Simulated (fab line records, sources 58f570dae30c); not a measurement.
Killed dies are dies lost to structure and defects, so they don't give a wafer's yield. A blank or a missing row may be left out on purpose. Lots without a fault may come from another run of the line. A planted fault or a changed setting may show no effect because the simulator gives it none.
Chamber matching | flow berkeley_cmos170 | UCB170_SPACER_ETCHBACK_03 on rie_diel-01: 4 sister chambers
The step etches SiO2 in CHF3/CF4/Ar, stops on Si, target depth 376 nm, time 100 s. 4 wafers are shown with their chamber, then 7 later ones without.

WAFERS WITH THEIR CHAMBER
wafer  | chamber | throttle_valve_pct (%)
L135.2 | 2       | 6.53
L135.6 | 0       | 6.33
L139.1 | 3       | 6.46
L139.4 | 1       | 6.63

WAFERS WITHOUT THEIR CHAMBER
wafer  | throttle_valve_pct (%)
L139.5 | 6.63
L142.2 | 6.62
L142.3 | 6.52
L142.5 | 6.52
L152.2 | 6.52
L152.4 | 6.46
L152.6 | 6.48

WHICH CHAMBER EACH WENT THROUGH
wafer  | from the rows above | in truth
L139.5 | 1                   | 1
L142.2 | 1                   | 1
L142.3 | 2                   | 2
L142.5 | 2                   | 2
L152.2 | 2                   | 2
L152.4 | 3                   | 3
L152.6 | 3                   | 3
Placed correctly: 7 of 7. Can't be placed from these rows: 0. Placed wrongly: 0.
How it was worked out, from the rows above alone: a wafer's distance from a chamber is the root of the sum, over the readings, of the square of ((its reading less the chamber's mean) divided by the reading's scatter). The wafer belongs to the nearest chamber; if the next one is less than 2 further off, it can't be placed. A chamber's mean is the mean of its shown wafers. The scatter: with one shown wafer a chamber, the root of the mean of the squares of how far each hidden wafer lies from its nearest shown one.
